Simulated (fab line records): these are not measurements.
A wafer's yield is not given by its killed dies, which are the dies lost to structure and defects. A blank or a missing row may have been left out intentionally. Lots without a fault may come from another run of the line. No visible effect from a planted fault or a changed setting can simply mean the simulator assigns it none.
A struck lot beside a sound one || flow rit_cmos || 30 steps out of a route of 202
Sound: wafers L434.1, L434.2, L434.4. Wafers L423.1, L423.3, L423.4 were the ones struck. The cause is given at the end.
At each step with rows: each side's tool, then ch and its chambers, then its first start. Under that, the readings that differ: sound wafers || struck wafers || difference of the means || sigmas: that difference in standard deviations of wafers without a fault.
alike: words and numbers the same on both sides, and readings whose means are apart by under 2 such deviations; not compared: readings that were withheld, readings missing a value for some wafer, numbers with overlapping values and no deviation given by the record, and bounds like >300 which may hide the same value.
Wherever a step has rows on one side only, a row that says differs or no value, or a row with sigmas, the two part there. Numbers that don't overlap but have no deviation are shown without sigmas and don't part them. Lack of a reading on every wafer of one side parts them only where that side has two or more wafers.

first, 6 steps without rows for these wafers: RIT_SDANNEAL_RTA_03 (time 5 s); RIT_SILICIDE_WET_ETCH_00 (etches SiO2 in BOE, target depth 14 nm, time 15 s); RIT_SILICIDE_SPUTTER_01 (material Ti, target thk 30 nm, time 240 s); RIT_SILICIDE_RTA_04 (time 10 s, ramp up 5 s, ramp down 5 s); RIT_SILICIDE_WET_ETCH_05 (etches Ti in SPM, time 120 s); RIT_SILICIDE_RTA_06 (time 10.37 s, ramp up 5 s, ramp down 10 s).
RIT_CONTACT_CVD_00: deposits SiO2 from TEOS, target thk 400 nm, time 61 s.
  sound on pecvd-01 ch 0,1, day 8 03:51; struck on pecvd-02 ch 0,2, day 6 00:13
{"reading": "model.SiO2_of_CONTACT_CVD_00.thk_nm (nm)", "sound": "397.8 393.9 399.1", "struck": "118.7 114.4 121.4", "difference": -278.8, "sigmas": ""}
  alike: heater_power_w
  not compared: since_wet_clean_h
RIT_CONTACT_THK_MEAS_01:
  sound on film_metro-03, day 8 03:54; struck on film_metro-01, day 6 00:16
{"reading": "CONTACT_TEOS_THK (nm)", "sound": "398 394 399", "struck": "119 114 121", "difference": -279, "sigmas": -52}
then, 7 steps without rows for these wafers: RIT_CONTACT_HMDS_02 (prime time 60 s); RIT_CONTACT_COAT_03 (resist thk 1000 nm); RIT_CONTACT_SOFTBAKE_04 (time 60 s); RIT_CONTACT_EXPOSE_05 (exposes mask M11, target cd 1000 nm); RIT_CONTACT_PEB_06; RIT_CONTACT_DEVELOP_07 (develop time 120 s); RIT_CONTACT_HARDBAKE_10 (time 60 s).
RIT_CONTACT_ETCH_11: etches SiO2 in CHF3/CF4/Ar, stops on TiSi2, target depth 480 nm, time 320 s.
  sound on rie_diel-01 ch 0,2,3, day 8 05:14; struck on rie_diel-02 ch 0,2,3, day 6 01:48
{"reading": "model.etch.depth_nm (nm)", "sound": "397.8 393.9 399.1", "struck": "118.7 114.4 121.4", "difference": -278.8, "sigmas": ""}
{"reading": "model.CONTACT.feature_depth_nm (nm)", "sound": "397.8 393.8 399.1", "struck": "118.7 114.4 121.4", "difference": -278.7, "sigmas": ""}
  alike: drypump_motor_current_A, oes_product_au, throttle_valve_pct
  not compared: rf_hours_counter_h
then, 11 steps without rows for these wafers: RIT_CONTACT_STRIP_12 (strips in O2, time 180 s); RIT_CONTACT_CLEAN_13 (cleans in SC1, time 600 s); RIT_CONTACT_CLEAN_14 (cleans in SC2, time 600 s); RIT_M1_SPUTTER_00 (material Al, target thk 400 nm, time 500 s); RIT_M1_HMDS_03 (prime time 60 s); RIT_M1_COAT_04 (resist thk 1300 nm); RIT_M1_SOFTBAKE_05 (time 60 s); RIT_M1_EXPOSE_06 (exposes mask M12, target cd 2600 nm); RIT_M1_PEB_07; RIT_M1_DEVELOP_08 (develop time 68 s); RIT_M1_HARDBAKE_11 (time 120 s).
RIT_M1_METAL_ETCH_12: etches Al in Cl2/BCl3, stops on SiO2, time 165 s, target depth 600 nm.
  sound on rie_metal-02 ch 0,1, day 8 08:02; struck on rie_metal-02 ch 0,1, day 6 04:49
{"reading": "model.SiO2_of_CONTACT_CVD_00.thk_nm (nm)", "sound": "360.1 357.1 361.2", "struck": "81.84 77.63 83.52", "difference": -278.47, "sigmas": ""}
  alike: drypump_motor_current_A, oes_product_au, throttle_valve_pct
  not compared: rf_hours_counter_h
then, 1 step without rows for these wafers: RIT_M1_STRIP_13 (strips in nmp, time 600 s).
RIT_M1_PROBE_99:
  sound on prober-02, day 8 10:17; struck on prober-01, day 6 07:05
{"reading": "model.etest.field_p_metal.vt_v (V)", "sound": "-28.04 -28.53 -29.03", "struck": "-15.69 -16.14 -15.93", "difference": "+12.61", "sigmas": ""}
{"reading": "model.etest.nmos_0p15.junction_log10_a_um", "sound": "-13.4 -13.54 -13.45", "struck": "-9.127 -8.923 -9.195", "difference": "+4.382", "sigmas": ""}
{"reading": "model.etest.nmos_narrow.off_log10_a_um", "sound": "-13.1 -13.19 -13.11", "struck": "-9.127 -8.923 -9.195", "difference": "+4.052", "sigmas": ""}
{"reading": "model.etest.gate_end_array.leak_log10_a_um", "sound": "-12.72 -12.76 -12.73", "struck": "-8.929 -8.722 -9.025", "difference": "+3.845", "sigmas": ""}
{"reading": "model.etest.nmos_0p3.off_log10_a_um", "sound": "-12.94 -12.98 -13", "struck": "-9.127 -8.923 -9.195", "difference": "+3.892", "sigmas": ""}
{"reading": "model.etest.pmos_0p15.junction_log10_a_um", "sound": "-14.05 -13.72 -13.72", "struck": "-10.13 -9.923 -10.2", "difference": "+3.75", "sigmas": ""}
{"reading": "model.etest.contact_diode_array.leak_log10_a (angstrom)", "sound": "-9.661 -9.162 -9.402", "struck": "-5.757 -5.59 -5.916", "difference": "+3.654", "sigmas": ""}
{"reading": "model.etest.pmos_0p3.off_log10_a_um", "sound": "-12.74 -12.74 -12.79", "struck": "-10.13 -9.922 -10.2", "difference": "+2.67", "sigmas": ""}
  alike: killed_at_front_end, killed_dies, killed_open, killed_short

## WHERE THEY PART
Within this record, at RIT_CONTACT_THK_MEAS_01 only. Later steps at which nothing parts them and some readings are alike: RIT_CONTACT_ETCH_11, RIT_M1_METAL_ETCH_12, RIT_M1_PROBE_99.

WHY: what the simulator had put in
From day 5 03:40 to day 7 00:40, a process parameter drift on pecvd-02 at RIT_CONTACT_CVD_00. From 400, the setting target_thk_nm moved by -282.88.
